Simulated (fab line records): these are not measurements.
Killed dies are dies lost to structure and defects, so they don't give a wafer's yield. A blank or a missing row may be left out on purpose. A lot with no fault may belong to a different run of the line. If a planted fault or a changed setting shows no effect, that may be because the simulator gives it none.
Which tool did it? :: flow berkeley_cmos170 :: 14 lots with 42 wafers sampled at 2 steps, on a route of 331 steps

== WHAT EACH GAUGE READ, for each wafer ==
UCB170_PVT_TW_MEAS_09. Usual: PVT_TW gives 507 (standard deviation 4.4).
lot: L662
measured: day 7 02:51
on: film_metro-01
PVT_TW: 505 504 504
flag: 

lot: L664
measured: day 7 03:05
on: film_metro-02
PVT_TW: 512 511 510
flag: 

lot: L663
measured: day 7 03:20
on: film_metro-01
PVT_TW: 509 506 503
flag: 

lot: L665
measured: day 7 03:34
on: film_metro-03
PVT_TW: 500 504 503
flag: 

lot: L666
measured: day 7 18:04
on: film_metro-01
PVT_TW: 508 505 506
flag: 

lot: L667
measured: day 7 18:11
on: film_metro-02
PVT_TW: 513 510 510
flag: 

lot: L668
measured: day 8 04:06
on: film_metro-03
PVT_TW: 505 505 508
flag: 

lot: L670
measured: day 8 13:39
on: film_metro-01
PVT_TW: 502 501 500
flag: 

lot: L669
measured: day 8 13:49
on: film_metro-03
PVT_TW: 507 506 503
flag: 

lot: L675
measured: day 9 13:11
on: film_metro-01
PVT_TW: 480 478 478
flag: OFF

lot: L678
measured: day 10 15:44
on: film_metro-03
PVT_TW: 477 482 481
flag: OFF

lot: L679
measured: day 11 02:28
on: film_metro-03
PVT_TW: 503 505 504
flag: 

lot: L685
measured: day 11 14:10
on: film_metro-03
PVT_TW: 505 505 505
flag: 

lot: L681
measured: day 11 14:37
on: film_metro-03
PVT_TW: 505 504 504
flag: 

== EACH LOT AND THE TOOL THAT RAN IT (in order: tool; ch and the chambers of the sampled wafers; start) ==
lot: L662
UCB170_PVT_IMPLANT_07: implanter-01 ch 0, day 7 02:37

lot: L664
UCB170_PVT_IMPLANT_07: implanter-03 ch 0, day 7 02:52

lot: L663
UCB170_PVT_IMPLANT_07: implanter-02 ch 0, day 7 03:06

lot: L665
UCB170_PVT_IMPLANT_07: implanter-01 ch 0, day 7 03:19

lot: L666
UCB170_PVT_IMPLANT_07: implanter-02 ch 0, day 7 17:49

lot: L667
UCB170_PVT_IMPLANT_07: implanter-03 ch 0, day 7 17:56

lot: L668
UCB170_PVT_IMPLANT_07: implanter-01 ch 0, day 8 03:51

lot: L670
UCB170_PVT_IMPLANT_07: implanter-02 ch 0, day 8 13:24

lot: L669
UCB170_PVT_IMPLANT_07: implanter-02 ch 0, day 8 13:35

lot: L675
UCB170_PVT_IMPLANT_07: implanter-01 ch 0, day 9 12:56

lot: L678
UCB170_PVT_IMPLANT_07: implanter-01 ch 0, day 10 15:30

lot: L679
UCB170_PVT_IMPLANT_07: implanter-02 ch 0, day 11 02:13

lot: L685
UCB170_PVT_IMPLANT_07: implanter-03 ch 0, day 11 13:55

lot: L681
UCB170_PVT_IMPLANT_07: implanter-02 ch 0, day 11 14:23
- UCB170_PVT_IMPLANT_07

== WHAT THE TOOLS THEMSELVES READ (means of the sampled wafers that have a number; where no wafer has one, the mark that the record gives instead) ==
UCB170_PVT_IMPLANT_07. Usual: beam_energy_keV 30.000, standard deviation 0.0079; tilt_deg 6.998 degrees, standard deviation 0.021.
lot: L662
tool: implanter-01
beam_energy_keV: 30.006
tilt_deg (degrees): 6.965
flag: 

lot: L664
tool: implanter-03
beam_energy_keV: 29.993
tilt_deg (degrees): 7.012
flag: 

lot: L663
tool: implanter-02
beam_energy_keV: 30.004
tilt_deg (degrees): 7.021
flag: 

lot: L665
tool: implanter-01
beam_energy_keV: 29.998
tilt_deg (degrees): 6.994
flag: 

lot: L666
tool: implanter-02
beam_energy_keV: 30.008
tilt_deg (degrees): 7.002
flag: 

lot: L667
tool: implanter-03
beam_energy_keV: 30.001
tilt_deg (degrees): 6.959
flag: 

lot: L668
tool: implanter-01
beam_energy_keV: 30.005
tilt_deg (degrees): 6.980
flag: 

lot: L670
tool: implanter-02
beam_energy_keV: 29.996
tilt_deg (degrees): 6.985
flag: 

lot: L669
tool: implanter-02
beam_energy_keV: 30.001
tilt_deg (degrees): 7.028
flag: 

lot: L675
tool: implanter-01
beam_energy_keV: 24.596
tilt_deg (degrees): 6.988
flag: OFF

lot: L678
tool: implanter-01
beam_energy_keV: 24.598
tilt_deg (degrees): 7.015
flag: OFF

lot: L679
tool: implanter-02
beam_energy_keV: 30.005
tilt_deg (degrees): 6.991
flag: 

lot: L685
tool: implanter-03
beam_energy_keV: 29.998
tilt_deg (degrees): 7.018
flag: 

lot: L681
tool: implanter-02
beam_energy_keV: 29.998
tilt_deg (degrees): 6.988
flag: 

== THE ANSWER, worked out from the rows above alone ==
Rule: take the mean of a lot's wafers that have a number; if it is more than 3 standard deviations from the usual mean, the lot is off. Also off: a lot with no number at a reading for which 4 or more lots have one. The other lots that the step has rows for count as sound. The gauges are gone through in route order, then the tools' own readings, and for those a lot's mean is taken as printed above. The first step at which some lot is off is used, and at that step the reading that is off furthest; a lot without a number counts as furthest.
Off: at UCB170_PVT_TW_MEAS_09 (PVT_TW), L675, L678.
If a tool, at a process step before that reading, ran all the lots that are off and no sound lot after the first of them, it fits. Not tried: the gauges at UCB170_PVT_TW_MEAS_09; whatever is off there is also off at UCB170_PVT_IMPLANT_07, on other tools, and gauge error can't account for it. One fits: implanter-01 at UCB170_PVT_IMPLANT_07. A fault onset in the window from L668 (day 8 03:51, its last sound lot) to L675 (day 9 12:56, its first lot off) fits.
On the lots that are off, the tool's own readings at UCB170_PVT_IMPLANT_07 differ by more than 5 times the standard deviation of the sound lots' means, which bears it out; beam_energy_keV reads 24.597 there versus 30.001 on the sound lots.

== WHAT HAD BEEN PUT IN BY THE SIMULATOR ==
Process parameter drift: implanter-01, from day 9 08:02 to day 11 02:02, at UCB170_PVT_IMPLANT_07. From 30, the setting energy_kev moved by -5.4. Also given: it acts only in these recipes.
Lots struck among those shown: L675, L678. The same result came from the rule above.
